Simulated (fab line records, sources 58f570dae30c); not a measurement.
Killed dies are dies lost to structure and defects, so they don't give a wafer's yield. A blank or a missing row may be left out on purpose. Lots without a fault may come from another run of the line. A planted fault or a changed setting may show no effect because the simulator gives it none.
Which tool did it? | flow berkeley_cmos170 | 12 lots, 36 wafers sampled, at 3 steps of a route of 331

WHAT THE GAUGES READ, wafer by wafer
UCB170_M3_CD_MEAS_90: target cd 700 nm.
lot  | measured     | on        | cd_nm (nm)
L262 | day 8 02:58  | cd_sem-01 | 701 698 703
L260 | day 8 03:47  | cd_sem-02 | 701 704 702
L261 | day 8 03:48  | cd_sem-01 | 698 701 701
L267 | day 9 13:47  | cd_sem-02 | 684 685 685
L266 | day 9 15:02  | cd_sem-01 | 681 683 680
L272 | day 10 00:44 | cd_sem-01 | 701 699 700
L275 | day 10 21:32 | cd_sem-02 | 701 700 696
L274 | day 10 21:59 | cd_sem-02 | 705 704 699
L277 | day 11 08:01 | cd_sem-01 | 702 697 698
L278 | day 11 21:12 | cd_sem-02 | 699 703 698
L280 | day 12 01:08 | cd_sem-02 | 698 700 697
L283 | day 13 00:31 | cd_sem-01 | 703 701 705

WHICH TOOL RAN EACH LOT (tool, then ch and the chambers of the sampled wafers, then the start)
lot  | UCB170_M3_METAL_ETCH_18           | UCB170_M3_STRIP_19
L262 | rie_metal-02 ch 0,1, day 8 02:39  | plasma_asher-01 ch 0,1, day 8 02:50
L260 | rie_metal-04 ch 0, day 8 03:16    | plasma_asher-01 ch 0,1, day 8 03:38
L261 | rie_metal-03 ch 1, day 8 03:16    | plasma_asher-04 ch 1, day 8 03:35
L267 | rie_metal-03 ch 0,1, day 9 13:26  | plasma_asher-01 ch 0,1, day 9 13:35
L266 | rie_metal-03 ch 0,1, day 9 14:44  | plasma_asher-03 ch 0,1, day 9 14:55
L272 | rie_metal-04 ch 0,1, day 10 00:27 | plasma_asher-01 ch 0,1, day 10 00:36
L275 | rie_metal-04 ch 0,1, day 10 21:13 | plasma_asher-01 ch 0,1, day 10 21:25
L274 | rie_metal-02 ch 0,1, day 10 21:43 | plasma_asher-01 ch 0,1, day 10 21:52
L277 | rie_metal-02 ch 0,1, day 11 07:38 | plasma_asher-01 ch 0,1, day 11 07:53
L278 | rie_metal-02 ch 0,1, day 11 20:53 | plasma_asher-03 ch 0,1, day 11 21:05
L280 | rie_metal-04 ch 0,1, day 12 00:51 | plasma_asher-04 ch 0,1, day 12 01:02
L283 | rie_metal-04 ch 0, day 13 00:02   | plasma_asher-03 ch 0,1, day 13 00:25
- UCB170_M3_METAL_ETCH_18: etches Al in Cl2/BCl3, stops on SiO2, target depth 1170 nm, time 195 s.
- UCB170_M3_STRIP_19: strips in O2.

WHAT THE TOOLS THEMSELVES READ (means of the sampled wafers that have a number; where no wafer has one, the mark that the record gives instead)
UCB170_M3_METAL_ETCH_18.
lot  | tool         | drypump_motor_current_A (A) | oes_product_au (a.u.) | throttle_valve_pct (%)
L262 | rie_metal-02 | 5.4                         | 0.851                 | 24.68
L260 | rie_metal-04 | 5.0                         | 0.869                 | 24.68
L261 | rie_metal-03 | 4.9                         | 0.869                 | 24.83
L267 | rie_metal-03 | 5.3                         | 0.841                 | 24.69
L266 | rie_metal-03 | 5.3                         | 0.848                 | 24.69
L272 | rie_metal-04 | 5.3                         | 0.862                 | 24.57
L275 | rie_metal-04 | 5.3                         | 0.863                 | 24.58
L274 | rie_metal-02 | 5.5                         | 0.857                 | 24.64
L277 | rie_metal-02 | 5.4                         | 0.848                 | 24.68
L278 | rie_metal-02 | 5.5                         | 0.849                 | 24.65
L280 | rie_metal-04 | 5.3                         | 0.866                 | 24.59
L283 | rie_metal-04 | 5.0                         | 0.870                 | 24.67

UCB170_M3_STRIP_19.
lot  | tool            | drypump_motor_current_A (A) | oes_product_au (a.u.)
L262 | plasma_asher-01 | 6.1                         | 0.535
L260 | plasma_asher-01 | 6.2                         | 0.532
L261 | plasma_asher-04 | 6.2                         | 0.551
L267 | plasma_asher-01 | 6.2                         | 0.316
L266 | plasma_asher-03 | 5.8                         | 0.318
L272 | plasma_asher-01 | 6.2                         | 0.546
L275 | plasma_asher-01 | 6.1                         | 0.544
L274 | plasma_asher-01 | 6.1                         | 0.531
L277 | plasma_asher-01 | 6.1                         | 0.533
L278 | plasma_asher-03 | 6.2                         | 0.546
L280 | plasma_asher-04 | 5.9                         | 0.538
L283 | plasma_asher-03 | 5.8                         | 0.532

THE ANSWER, worked out from the rows above alone
Rule: what is usual is taken from the lots themselves. Put in order of their means at a reading, lots are off if they are a third of the lots or fewer, leave a main group of 4 or more, and stand apart from it by a gap of 3 or more times the standard deviation of the main group's means; of several such gaps the widest counts. A main group whose means are all the same, to the digits that the tables above print for the reading, isn't used. A lot without any number at a reading at which 4 lots or more have one is off too. The other lots that the step has rows for count as sound. The gauges are gone through in route order, then the tools' own readings, and for those a lot's mean is taken as printed above. The first step at which some lot is off is used, and at that step the reading that is off furthest; a lot without a number counts as furthest.
Off: L267, L266, at UCB170_M3_CD_MEAS_90 (cd_nm). The main group: mean 700 nm, standard deviation 1.6.
A tool fits if, at a process step before that reading, it ran every lot that is off, and no sound lot after the first of them. The gauges at UCB170_M3_CD_MEAS_90 aren't tried: what is off there is off at UCB170_M3_STRIP_19 too, on other tools, and a gauge's error can't cause that. One fits: rie_metal-03 at UCB170_M3_METAL_ETCH_18. Its last sound lot is L261 (day 8 03:16), its first lot that is off L267 (day 9 13:26): a fault that began between those two fits.

WHAT THE SIMULATOR HAD PUT IN
Process parameter drift: rie_metal-03, from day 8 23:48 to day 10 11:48, at UCB170_M3_METAL_ETCH_18. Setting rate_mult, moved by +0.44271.
Lots struck among those shown: L267, L266. The rule above found the same.
